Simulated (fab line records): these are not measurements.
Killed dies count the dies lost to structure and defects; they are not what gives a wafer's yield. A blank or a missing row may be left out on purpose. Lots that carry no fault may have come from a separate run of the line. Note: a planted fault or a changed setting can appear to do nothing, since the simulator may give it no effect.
Split-lot study + flow berkeleyCmos170 + 23 wafers read from 5 lots, route of 331 steps

## SPLIT DETAILS
At UCB170_GATE_ETCH_15 (etches poly-Si in HBr/Cl2, stops on SiO2, time 56.3 s, target depth 278.2 nm), the setting overEtchFrac was moved away from the recipe's 0.3 on 12 of the 23 wafers read, by -26.9% to +10.9%. This setting was run at the recipe's value on the other wafers.

The reading comes from the split's own step.

## THE READING
KrF_of_GATE_COAT_07.thkNm (the simulator's own value, which no gauge read), in nm, at UCB170_GATE_ETCH_15 (etches poly-Si in HBr/Cl2, stops on SiO2, time 56.3 s, target depth 278.2 nm). The file gives no usual value for it. Across the 11 wafers here that went through the recipe, the average is 777.4 nm and the standard deviation 2.4 nm.

| wafer  | tool, chamber at the split | overEtchFrac as run | against the recipe | KrF_of_GATE_COAT_07.thkNm, nm | against lot-mates on the recipe |
|--------|----------------------------|---------------------|--------------------|-------------------------------|---------------------------------|
| L077.1 | rieSi-01, 3                | 0.3                 | recipe             | 773.7                         | -                               |
| L077.4 | rieSi-01, 1                | 0.3                 | recipe             | 773.1                         | -                               |
| L077.6 | rieSi-01, 3                | 0.3                 | recipe             | 775.6                         | -                               |
| L076.2 | rieSi-02, 0                | 0.2193              | -26.9%             | 784.2                         | +6.9                            |
| L076.3 | rieSi-02, 3                | 0.3                 | recipe             | 777.7                         | -                               |
| L076.4 | rieSi-02, 2                | 0.2193              | -26.9%             | 786.7                         | +9.4                            |
| L076.5 | rieSi-02, 1                | 0.3                 | recipe             | 776.9                         | -                               |
| L076.6 | rieSi-02, 2                | 0.2193              | -26.9%             | 784.3                         | +7.0                            |
| L080.1 | rieSi-02, 2                | 0.3327              | +10.9%             | 773.1                         | -7.0                            |
| L080.3 | rieSi-02, 0                | 0.3327              | +10.9%             | 773.3                         | -6.8                            |
| L080.4 | rieSi-02, 1                | 0.3                 | recipe             | 780.9                         | -                               |
| L080.5 | rieSi-02, 3                | 0.3327              | +10.9%             | 776.8                         | -3.3                            |
| L080.6 | rieSi-02, 2                | 0.3                 | recipe             | 779.3                         | -                               |
| L079.1 | rieSi-01, 2,3              | 0.2387              | -20.4%             | 782.4                         | +4.4                            |
| L079.5 | rieSi-01, 2,3              | 0.2387              | -20.4%             | 782.4                         | +4.4                            |
| L079.2 | rieSi-01, 3                | 0.3                 | recipe             | 779.3                         | -                               |
| L079.4 | rieSi-01, 0                | 0.2387              | -20.4%             | 780.7                         | +2.8                            |
| L079.6 | rieSi-01, 2                | 0.3                 | recipe             | 776.6                         | -                               |
| L082.1 | rieSi-02, 3                | 0.3                 | recipe             | 779.4                         | -                               |
| L082.2 | rieSi-02, 1                | 0.2616              | -12.8%             | 783                           | +3.9                            |
| L082.3 | rieSi-02, 0                | 0.2616              | -12.8%             | 786.1                         | +7.0                            |
| L082.4 | rieSi-02, 2                | 0.2616              | -12.8%             | 784.3                         | +5.2                            |
| L082.6 | rieSi-02, 0                | 0.3                 | recipe             | 778.8                         | -                               |
When a row names more than one chamber, that row covers several wafers, and the file does not tell which wafer ran in which chamber.

THE FIT
A straight line over all 23 wafers: KrF_of_GATE_COAT_07.thkNm changes by -0.286 nm for each +1% of overEtchFrac; r = -0.83; the points scatter about the line by 2.4 nm.
The same after taking each lot's own level away (the mean of its wafers on the recipe; 23 wafers): -0.313 nm for each +1%; r = -0.92; scatter 1.7 nm.
That fit puts the effect of the largest move of overEtchFrac on the reading at 8.4 nm.
The lots' own levels span 774.13 to 780.10 nm, that is 2.5 times the standard deviation above.
The two slopes are in agreement: the lot-to-lot level therefore moves the slope only a little.
Check: for one of the wafers moved furthest among these (-26.9%), held out of the fit, the line's prediction against its lot-mates is +8.08 nm. Against them it came out at +6.9 nm.

## ADDITIONAL SPLITS CARRIED BY THESE WAFERS
Other splits were also applied to these wafers ahead of the reading. Each is held against what the fit with the lots' levels taken away leaves over:
| other split on the same wafers    | wafers away from the commonest value | r with KrF_of_GATE_COAT_07.thkNm (lot level and that fit taken away) |
|-----------------------------------|--------------------------------------|----------------------------------------------------------------------|
| UCB170_NWELL_IMPLANT_14 energyKev | 6                                    | +0.26                                                                |
| UCB170_PWELL_CVD_05 tempC         | 15                                   | +0.38                                                                |
| UCB170_PWELL_IMPLANT_15 energyKev | 5                                    | -0.04                                                                |
| UCB170_ACTIVE_EXPOSE_10 doseMj    | 4                                    | -0.02                                                                |
| UCB170_PFIELD_IMPLANT_07 doseCm2  | 11                                   | -0.28                                                                |
| UCB170_NVT_COAT_01 spinRpm        | 5                                    | -0.36                                                                |

## THE FILE'S OWN FIT
KrF_of_GATE_COAT_07.thkNm changes by -0.295 nm for each +1% of overEtchFrac, r = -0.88.
